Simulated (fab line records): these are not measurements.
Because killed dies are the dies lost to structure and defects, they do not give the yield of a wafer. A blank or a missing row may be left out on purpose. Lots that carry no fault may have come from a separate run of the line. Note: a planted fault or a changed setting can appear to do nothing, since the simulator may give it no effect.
The same fault as seen by 2 desks + flow rit-cmos + each desk holds nothing but its own numbers, with what lay behind them at the end

== FROM THE METROLOGY DESK ==
What the gauges read, lot by lot, whatever tool the lot ran on: means of the sampled wafers that have a number. A lot is out of limits, marked OUT, if its mean lies more than 4 standard deviations from the usual mean; the brackets give that distance.
Columns: A = cd-nm at RIT_CONTACT_CD_MEAS_08, usual 1001.3 nm
| lot  | first seen here | A                 |
|------|-----------------|-------------------|
| L181 | day 3 06:15     | 1002.6            |
| L182 | day 3 10:29     | 1005.3            |
| L183 | day 3 13:35     | 1002.0            |
| L184 | day 3 18:29     | 998.9             |
| L185 | day 4 01:09     | 1002.7            |
| L186 | day 4 06:32     | 998.2             |
| L189 | day 4 19:26     | 998.3             |
| L191 | day 5 06:04     | 1010.8 (+4.3) OUT |
| L192 | day 5 10:23     | 1009.3            |
| L194 | day 5 19:52     | 997.4             |
| L198 | day 6 19:16     | 999.3             |
| L201 | day 7 12:11     | 1002.9            |
| L202 | day 7 17:19     | 1001.9            |
| L203 | day 7 19:27     | 1000.4            |
This desk's finding: out of limits on L191; first on L191, day 5 06:04 (cd-nm at RIT_CONTACT_CD_MEAS_08). L181, L182, L183, L184, L185, L186, L189, L192, L194, L198, L201, L202, L203: within limits.

== THE TOOL OWNER'S DESK: litho-track-02 ==
The tool's own readings at RIT_CONTACT_COAT_03 (resist thk 1000 nm): means of the sampled wafers that have a number, for each lot that ran on this tool. A lot is out of limits, marked OUT, if its mean lies more than 4 standard deviations from the usual mean; the brackets give that distance.
Columns: A = resist-line-temp-C at RIT_CONTACT_COAT_03, usual 22.99 C; B = spin-speed-rpm at RIT_CONTACT_COAT_03, usual 3249.8 rpm
| lot  | first seen here | A     | B                        |
|------|-----------------|-------|--------------------------|
| L181 | day 3 05:26     | 22.93 | 3250.4                   |
| L182 | day 3 09:26     | 22.96 | 3246.9                   |
| L191 | day 5 05:14     | 22.88 | 3904.8 (+99 or more) OUT |
| L192 | day 5 09:29     | 22.97 | 3905.0 (+99 or more) OUT |
This desk's finding: out of limits on L191, L192; first on L191, day 5 05:14 (spin-speed-rpm at RIT_CONTACT_COAT_03). L181, L182: within limits.

== BROUGHT TOGETHER ==
The tool owner's desk could have raised an alarm at day 5 05:14, on L191, L192.
L191 would have let the metrology desk raise an alarm at day 5 06:04.
The metrology desk holds a record of L192, inside its limits.
On litho-track-02, each named lot ran RIT_CONTACT_COAT_03.

== WHAT HAD BEEN PUT IN BY THE SIMULATOR ==
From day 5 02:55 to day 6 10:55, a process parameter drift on litho-track-02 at RIT_CONTACT_COAT_03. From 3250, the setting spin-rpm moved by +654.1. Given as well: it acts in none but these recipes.
Shown lots that were struck: L191, L192.
Hours from the fault's start to each desk's first reading out of limits: the tool owner's desk, 2; the metrology desk, 3.
